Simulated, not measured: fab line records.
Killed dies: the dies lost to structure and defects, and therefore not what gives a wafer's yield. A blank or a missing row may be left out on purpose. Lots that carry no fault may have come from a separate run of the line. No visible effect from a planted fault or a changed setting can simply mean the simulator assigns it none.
A struck lot beside a sound one | flow rit_cmos | 18 steps out of a route of 202
Sound: the wafers L881.3, L881.4, L881.5. Struck: wafers L869.1, L869.2, L869.4. The cause is given at the end.
Per side, at each step with rows, come the tool, then ch with its chambers, and then its first start. Under that, the readings that differ: sound wafers | struck wafers | difference of the means | sigmas: that difference in standard deviations of wafers without a fault.
alike: a reading whose means differ by less than 2 such deviations, as well as words and numbers matching on both sides. not compared: withheld readings; readings where some wafer has no value; bounds like >300 that might hide an equal value; numbers whose values overlap and for which the record gives no deviation.
A row with sigmas, a row that says differs or no value, or rows on one side alone: a step with any of these is where the two part. Numbers that have no deviation but don't overlap get no sigmas and don't part them. A reading that every wafer of one side lacks parts them only if that side has two wafers or more.

first, 4 steps without rows for these wafers: RIT_NWELL_SOFTBAKE_02 (time 60 s); RIT_NWELL_EXPOSE_03 (exposes mask M2, target cd 43900 nm); RIT_NWELL_PEB_04; RIT_NWELL_DEVELOP_05 (develop time 68 s).
RIT_NWELL_OVL_MEAS_06:
  sound on overlay-01 at day 6 11:57; struck on overlay-01 at day 4 00:45
  alike: NWELL_OVL
then, 2 steps without rows for these wafers: RIT_NWELL_HARDBAKE_07 (time 120 s); RIT_NWELL_IMPLANT_08.
RIT_NWELL_STRIP_09: strips in O2, time 180 s.
  sound on plasma_asher-03 ch 0,1, day 6 12:26; struck on plasma_asher-03 ch 0,1, day 4 01:11
  alike: drypump_motor_current_A
  not compared: rf_hours_counter_h
RIT_NWELL_TW_MEAS_10:
  sound on film_metro-02 at day 6 12:34; struck on film_metro-03 at day 4 01:22
  alike: NWELL_TW
then, 2 steps without rows for these wafers: RIT_PWELL_HMDS_00 (prime time 60 s); RIT_PWELL_COAT_01 (resist thk 1300 nm).
RIT_PWELL_SOFTBAKE_02: time 62.36 s.
  sound on litho_track-01 ch 0, day 6 12:58; struck on litho_track-01 ch 0, day 4 01:43
  alike: exhaust_pa, plate_sensor_t_centre_C, plate_sensor_t_edge_C
RIT_PWELL_EXPOSE_03: exposes mask M3, target cd 43700 nm.
  sound on iline_stepper-02 ch 0, day 6 13:13; struck on iline_stepper-01 ch 0, day 4 01:59
  reading                       | sound                   | struck         | difference | sigmas
  model.PWELL.overlay_x_nm (nm) | -0.6353 -0.6353 -0.6353 | 5497 5497 5497 | +5498      |
  alike: mask
then, 2 steps without rows for these wafers: RIT_PWELL_PEB_04; RIT_PWELL_DEVELOP_05 (develop time 68 s).
RIT_PWELL_OVL_MEAS_06:
  sound on overlay-01 at day 6 13:38; struck on overlay-02 at day 4 02:25
  reading        | sound          | struck | difference                    | sigmas
  PWELL_OVL (nm) | -2.2 -2.8 -3.0 | - - -  | no value on the struck wafers |
then, 1 step without rows for these wafers: RIT_PWELL_HARDBAKE_07 (time 120 s).
RIT_M1_PROBE_99:
  sound on prober-02 at day 8 04:07; struck on prober-01 at day 5 16:10
  reading                                 | sound             | struck            | difference | sigmas
  killed_at_front_end                     | 6 10 4            | 264 264 264       | +257       | +99 or more
  killed_dies                             | 6 10 4            | 264 264 264       | +257       | +99 or more
  killed_on_rim                           | 1 2 0             | 70 70 70          | +69        | +49
  model.etest.nmos_0p3.r_on_ohm_um        | 2216 2211 2205    | 1585 1598 1622    | -609       |
  model.etest.nmos_turned.drive_ua_um     | 308.6 319.1 308.6 | 602.7 601.4 602.3 | +290.0     |
  model.etest.nmos_narrow.drive_ua_um     | 218.4 223.3 227.9 | 394.3 395.2 384   | +168.0     |
  model.etest.nmos_0p3.drive_ua_um        | 219.7 225.2 223.3 | 389.2 388.4 388.5 | +166.0     |
  model.etest.well_edge_right.line_ohm_um | 181.1 186.4 183.4 | 142.7 142.6 142   | -41.2      |
  model.etest.pmos_0p3.over_limit         | 0 0 0             | 1 1 1             | +1         |
  model.etest.retro_edge_pmos.over_limit  | 0 0 0             | 1 1 1             | +1         |
  model.etest.pmos_0p3.short              | 0 0 0             | 1 1 1             | +1         |
  alike: killed_open, killed_short

WHERE THEY PART
First at RIT_PWELL_OVL_MEAS_06; last, within this record, at RIT_M1_PROBE_99.

WHY: the cause the simulator had injected
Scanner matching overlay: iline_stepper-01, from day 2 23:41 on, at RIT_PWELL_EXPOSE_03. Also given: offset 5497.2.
